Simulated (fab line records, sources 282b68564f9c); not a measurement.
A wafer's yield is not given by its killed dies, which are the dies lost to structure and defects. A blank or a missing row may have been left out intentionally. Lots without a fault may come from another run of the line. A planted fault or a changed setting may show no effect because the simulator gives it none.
Which tool did it? + flow rit cmos + 13 lots with 39 wafers sampled at 2 steps, on a route of 202 steps

## WHAT THE GAUGES READ, wafer by wafer
The record lacks any reading of a measuring or inspecting step that a usual standard deviation could be used to judge.

## WHICH TOOL RAN EACH LOT (tool, then ch and the chambers of the sampled wafers, then the start)
| lot  | RIT_SPACER_CLEAN_00            | RIT_M1_PROBE_99        |
|------|--------------------------------|------------------------|
| L450 | wet bench-02 ch 0, day 2 23:59 | -                      |
| L452 | wet bench-03 ch 3, day 3 07:11 | -                      |
| L455 | wet bench-03 ch 2, day 3 22:31 | -                      |
| L456 | wet bench-03 ch 2, day 4 09:01 | -                      |
| L457 | wet bench-03 ch 3, day 4 11:48 | -                      |
| L458 | wet bench-03 ch 0, day 4 12:05 | -                      |
| L459 | wet bench-03 ch 0, day 4 21:21 | prober-02, day 5 10:51 |
| L460 | wet bench-01 ch 0, day 5 03:34 | -                      |
| L461 | wet bench-03 ch 3, day 5 07:50 | -                      |
| L466 | wet bench-03 ch 1, day 6 04:58 | prober-01, day 6 19:27 |
| L471 | wet bench-01 ch 0, day 7 16:33 | -                      |
| L473 | wet bench-02 ch 3, day 7 19:06 | -                      |
| L472 | wet bench-02 ch 3, day 7 19:20 | -                      |
- RIT_SPACER_CLEAN_00: cleans in SC1, time 600 s.
- RIT_M1_PROBE_99

## AS READ BY THE TOOLS THEMSELVES (means over the sampled wafers that have a number; for cases with no such wafer, the mark the record gives instead)
RIT_M1_PROBE_99. Usual: killed at contacts 0.1, standard deviation 0.28; killed at front end 7.0, standard deviation 2.9; killed dies 7.0, standard deviation 2.9; killed on rim 1.8, standard deviation 1.4; killed open 3.4, standard deviation 2.1; killed short 3.6, standard deviation 1.7.
| lot  | tool      | killed at contacts | killed at front end | killed dies | killed on rim | killed open | killed short | flag |
|------|-----------|--------------------|---------------------|-------------|---------------|-------------|--------------|------|
| L459 | prober-02 | 0.0                | 4.3                 | 4.3         | 1.3           | 1.3         | 3.0          |      |
| L466 | prober-01 | 0.0                | 29.7                | 29.7        | 9.7           | 4.3         | 2.7          | OFF  |

## THE ANSWER, worked out from the rows above alone
Rule: take the mean of a lot's wafers that have a number; if it is more than 3 standard deviations from the usual mean, the lot is off. Also off: a lot with no number at a reading for which 4 or more lots have one. Where the step has rows for the other lots, those lots are counted as sound. After the gauges, taken in route order, come the tools' own readings; for these a lot's mean is taken, as printed above. The first step at which some lot is off is used, and at that step the reading that is off furthest; a lot without a number counts as furthest.
Off, at RIT_M1_PROBE_99 on killed at front end: L466. Neither off nor sound, because the step has no rows for them: L450, L452, L455, L456, L457, L458, L460, L461, L471, L473, L472.
If a tool, at that step or one of the process steps before it, ran each lot that is off and ran no sound lot following the first of them, it fits. This does not decide it: 2 tools fit, namely wet bench-03 at RIT_SPACER_CLEAN_00 and prober-01 at RIT_M1_PROBE_99.

## WHAT HAD BEEN PUT IN BY THE SIMULATOR
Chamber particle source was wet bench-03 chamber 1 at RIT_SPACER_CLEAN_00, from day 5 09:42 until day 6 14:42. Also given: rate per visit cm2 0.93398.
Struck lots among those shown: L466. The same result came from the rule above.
